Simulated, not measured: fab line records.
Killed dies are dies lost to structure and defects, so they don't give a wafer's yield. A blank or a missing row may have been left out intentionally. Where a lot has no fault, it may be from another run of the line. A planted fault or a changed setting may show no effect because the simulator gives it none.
Which tool is to blame? / flow rit_cmos / 13 lots, 39 wafers sampled, at 3 steps of a route of 202

WHAT EACH GAUGE READ, for each wafer
RIT_M1_RS_MEAS_01: measures by four-point-probe.
lot=L715; measured=day 3 22:22; on=film_metro-02; M1_AL_RS (ohm/sq)=0.0731 0.0737 0.0733
lot=L716; measured=day 4 00:15; on=film_metro-02; M1_AL_RS (ohm/sq)=0.0743 0.0739 0.0742
lot=L718; measured=day 4 18:47; on=film_metro-01; M1_AL_RS (ohm/sq)=0.0732 0.0742 0.0733
lot=L719; measured=day 4 19:10; on=film_metro-02; M1_AL_RS (ohm/sq)=0.0732 0.0749 0.0740
lot=L723; measured=day 5 14:40; on=film_metro-01; M1_AL_RS (ohm/sq)=0.0744 0.0741 0.0745
lot=L722; measured=day 5 17:07; on=film_metro-02; M1_AL_RS (ohm/sq)=0.0721 0.0723 0.0724
lot=L724; measured=day 5 18:54; on=film_metro-03; M1_AL_RS (ohm/sq)=0.0731 0.0731 0.0738
lot=L725; measured=day 5 21:57; on=film_metro-02; M1_AL_RS (ohm/sq)=0.0742 0.0736 0.0737
lot=L726; measured=day 6 04:04; on=film_metro-03; M1_AL_RS (ohm/sq)=0.0736 0.0742 0.0738
lot=L727; measured=day 6 07:53; on=film_metro-03; M1_AL_RS (ohm/sq)=0.0728 0.0731 0.0740
lot=L731; measured=day 7 05:38; on=film_metro-01; M1_AL_RS (ohm/sq)=0.0743 0.0745 0.0742
lot=L733; measured=day 7 16:59; on=film_metro-02; M1_AL_RS (ohm/sq)=0.0655 0.0732 0.0658 0.0657 0.0732 0.0656
lot=L736; measured=day 8 09:56; on=film_metro-02; M1_AL_RS (ohm/sq)=0.0730 0.0733 0.0730

RIT_M1_THK_MEAS_02: measures by xrf.
lot=L715; measured=day 3 22:29; on=film_metro-02; M1_AL_THK (nm)=404 399 401
lot=L716; measured=day 4 00:22; on=film_metro-02; M1_AL_THK (nm)=393 393 394
lot=L718; measured=day 4 18:55; on=film_metro-01; M1_AL_THK (nm)=403 399 404
lot=L719; measured=day 4 19:16; on=film_metro-02; M1_AL_THK (nm)=399 391 395
lot=L723; measured=day 5 14:47; on=film_metro-01; M1_AL_THK (nm)=398 400 398
lot=L722; measured=day 5 17:13; on=film_metro-02; M1_AL_THK (nm)=408 405 403
lot=L724; measured=day 5 19:01; on=film_metro-03; M1_AL_THK (nm)=397 399 394
lot=L725; measured=day 5 22:04; on=film_metro-02; M1_AL_THK (nm)=395 399 398
lot=L726; measured=day 6 04:11; on=film_metro-03; M1_AL_THK (nm)=395 391 393
lot=L727; measured=day 6 08:00; on=film_metro-03; M1_AL_THK (nm)=402 399 395
lot=L731; measured=day 7 05:45; on=film_metro-01; M1_AL_THK (nm)=398 398 400
lot=L733; measured=day 7 20:25; on=film_metro-02; M1_AL_THK (nm)=445 402 443 445 400 445
lot=L736; measured=day 8 10:03; on=film_metro-02; M1_AL_THK (nm)=398 395 400

TOOL THAT RAN EACH LOT (tool first, then ch and the chambers of the sampled wafers, then the start)
lot=L715; RIT_M1_SPUTTER_00=pvd_sputter-02, day 3 22:05
lot=L716; RIT_M1_SPUTTER_00=pvd_sputter-01, day 3 23:58
lot=L718; RIT_M1_SPUTTER_00=pvd_sputter-02, day 4 18:30
lot=L719; RIT_M1_SPUTTER_00=pvd_sputter-01, day 4 18:51
lot=L723; RIT_M1_SPUTTER_00=pvd_sputter-01, day 5 14:22
lot=L722; RIT_M1_SPUTTER_00=pvd_sputter-02, day 5 16:47
lot=L724; RIT_M1_SPUTTER_00=pvd_sputter-03, day 5 18:35
lot=L725; RIT_M1_SPUTTER_00=pvd_sputter-02, day 5 21:38
lot=L726; RIT_M1_SPUTTER_00=pvd_sputter-01, day 6 03:45
lot=L727; RIT_M1_SPUTTER_00=pvd_sputter-02, day 6 07:34
lot=L731; RIT_M1_SPUTTER_00=pvd_sputter-02, day 7 05:20
lot=L733; RIT_M1_SPUTTER_00=pvd_sputter-02, day 7 16:41
lot=L736; RIT_M1_SPUTTER_00=pvd_sputter-03, day 8 09:38
- RIT_M1_SPUTTER_00: material Al, target thk 400 nm, time 500 s.

WHAT THE TOOLS THEMSELVES READ (means of the sampled wafers that have a number; where no wafer has one, the mark that the record gives instead)
RIT_M1_SPUTTER_00.
lot=L715; tool=pvd_sputter-02; throttle_valve_pct (%)=30.8
lot=L716; tool=pvd_sputter-01; throttle_valve_pct (%)=30.0
lot=L718; tool=pvd_sputter-02; throttle_valve_pct (%)=30.8
lot=L719; tool=pvd_sputter-01; throttle_valve_pct (%)=30.2
lot=L723; tool=pvd_sputter-01; throttle_valve_pct (%)=29.9
lot=L722; tool=pvd_sputter-02; throttle_valve_pct (%)=29.8
lot=L724; tool=pvd_sputter-03; throttle_valve_pct (%)=30.6
lot=L725; tool=pvd_sputter-02; throttle_valve_pct (%)=30.8
lot=L726; tool=pvd_sputter-01; throttle_valve_pct (%)=30.1
lot=L727; tool=pvd_sputter-02; throttle_valve_pct (%)=30.5
lot=L731; tool=pvd_sputter-02; throttle_valve_pct (%)=30.8
lot=L733; tool=pvd_sputter-02; throttle_valve_pct (%)=29.9
lot=L736; tool=pvd_sputter-03; throttle_valve_pct (%)=29.6

THE ANSWER, worked out from the rows above alone
Rule: what is usual is taken from the lots themselves. Put in order of their means at a reading, lots are off if they are a third of the lots or fewer, leave a main group of 4 or more, and stand apart from it by a gap of 3 or more times the standard deviation of the main group's means; of several such gaps the widest counts. The tables above print the reading to a certain number of digits; a main group whose means all agree to those digits is not used. Also off: a lot with no number at a reading for which 4 or more lots have one. Any other lot the step has rows for is counted as sound. The gauges are gone through in route order, then the tools' own readings, and for those a lot's mean is taken as printed above. The first step at which some lot is off is used, and at that step the reading that is off furthest; a lot without a number counts as furthest.
Off: L733, seen at RIT_M1_RS_MEAS_01 (M1_AL_RS). The main group: mean 0.0736 ohm/sq, standard deviation 0.00057.
If a tool, at a process step before that reading, ran all the lots that are off and no sound lot after the first of them, it fits. The gauges at RIT_M1_RS_MEAS_01 are tried like those tools. One candidate fits, namely pvd_sputter-02 at RIT_M1_SPUTTER_00. A fault onset in the window from L731 (day 7 05:20, its last sound lot) to L733 (day 7 16:41, its first lot off) fits.

WHAT WAS PUT IN BY THE SIMULATOR
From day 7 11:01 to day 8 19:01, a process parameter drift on pvd_sputter-02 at RIT_M1_SPUTTER_00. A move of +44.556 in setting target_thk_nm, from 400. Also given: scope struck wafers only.
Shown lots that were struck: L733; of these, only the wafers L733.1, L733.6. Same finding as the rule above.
